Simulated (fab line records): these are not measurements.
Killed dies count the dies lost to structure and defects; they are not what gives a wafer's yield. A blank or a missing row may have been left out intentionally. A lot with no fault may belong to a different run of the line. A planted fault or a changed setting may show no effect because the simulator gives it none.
Lot-split experiment    flow berkeley_cmos170    on a route of 331 steps: 5 lots, 23 wafers read

## ON THE SPLIT
At UCB170_M3_COAT_05 (resist thk 900 nm), the setting resist_thk_nm was moved away from the recipe's 900 nm on 10 of the 23 wafers read, by -5.6% to +5.1%. The other wafers ran this setting at the recipe's value.

The split's own step is where the reading is taken.

## THE READING
KrF_of_M3_COAT_05.thk_nm (the simulator's own value, which no gauge read), in nm, at UCB170_M3_COAT_05 (resist thk 900 nm). The file gives no usual value for it. Across the 13 wafers here that went through the recipe, the average is 900.2 nm and the standard deviation 2.4 nm.

wafer   tool, chamber at the split  resist_thk_nm as run, nm  against the recipe  KrF_of_M3_COAT_05.thk_nm, nm  against lot-mates on the recipe
L074.2  litho_track-01, 0           900                       recipe              901.7                         -
L074.4  litho_track-01, 0           900                       recipe              901                           -
L074.5  litho_track-01, 0           900                       recipe              902.2                         -
L078.1  litho_track-02, 0           900                       recipe              897.5                         -
L078.2  litho_track-02, 0           945.7                     +5.1%               945.9                         +47.3
L078.3  litho_track-02, 0           900                       recipe              899.8                         -
L078.4  litho_track-02, 0           945.7                     +5.1%               946.9                         +48.3
L078.6  litho_track-02, 0           900                       recipe              898.4                         -
L079.1  litho_track-02, 0           900                       recipe              895.4                         -
L079.2  litho_track-02, 0           919.2                     +2.1%               915.7                         +19.9
L079.3  litho_track-02, 0           919.2                     +2.1%               916.1                         +20.3
L079.6  litho_track-02, 0           919.2                     +2.1%               916.1                         +20.3
L079.4  litho_track-02, 0           900                       recipe              896.3                         -
L085.1  litho_track-04, 0           849.7                     -5.6%               854.2                         -48.0
L085.2  litho_track-04, 0           900                       recipe              902.5                         -
L085.3  litho_track-04, 0           900                       recipe              900.8                         -
L085.4  litho_track-04, 0           900                       recipe              903.4                         -
L085.5  litho_track-04, 0           849.7                     -5.6%               851.3                         -50.9
L082.1  litho_track-01, 0           939.7                     +4.4%               941.6                         +39.9
L082.3  litho_track-01, 0           939.7                     +4.4%               942.7                         +41.0
L082.4  litho_track-01, 0           939.7                     +4.4%               939.6                         +37.9
L082.5  litho_track-01, 0           900                       recipe              902.4                         -
L082.6  litho_track-01, 0           900                       recipe              901.1                         -

THE FIT
A straight line over all 23 wafers: KrF_of_M3_COAT_05.thk_nm changes by +8.82 nm for each +1% of resist_thk_nm; r = +0.99; the points scatter about the line by 2.6 nm.
The same after taking each lot's own level away (the mean of its wafers on the recipe; 23 wafers): +9.06 nm for each +1%; r = +1.00; scatter 1.1 nm.
Per that fit: largest resist_thk_nm move, reading shift of 51 nm.
The span of the lots' own levels, 895.85 to 902.23 nm, comes to 2.6 times the standard deviation stated above.
The two slopes are in agreement: the lot-to-lot level therefore moves the slope only a little.
Check: for one of the wafers moved furthest among these (-5.6%), held out of the fit, the line's prediction against its lot-mates is -51.2 nm. Against them it came out at -48 nm.

## OTHER SPLITS APPLIED TO THESE WAFERS
Other splits were also applied to these wafers ahead of the reading. Each is held against what the fit with the lots' levels taken away leaves over:
other split on the same wafers  wafers away from the commonest value  r with KrF_of_M3_COAT_05.thk_nm (lot level and that fit taken away)
UCB170_V1_EXPOSE_09 dose_mj     10                                    -0.31
UCB170_V1_ETCH_14 time_s        5                                     +0.25
UCB170_M2_METAL_ETCH_18 time_s  11                                    -0.24
UCB170_V2_ETCH_14 time_s        8                                     +0.15

## THE WHOLE CHAIN: every reading that the file lists as answering this split, in the file's order
step                what it does       reading                                                                    change (the file's fit)               r (the file's)
UCB170_M3_COAT_05   resist thk 900 nm  KrF_of_M3_COAT_05.thk_nm (the simulator's own value, which no gauge read)  +9.1 nm for each +1% of the setting   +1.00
UCB170_M3_STRIP_07  strips in O2       strip_time_to_endpoint_s                                                   withheld for each +1% of the setting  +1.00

## FILE'S OWN FIT
KrF_of_M3_COAT_05.thk_nm changes by +9.1 nm for each +1% of resist_thk_nm, r = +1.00.
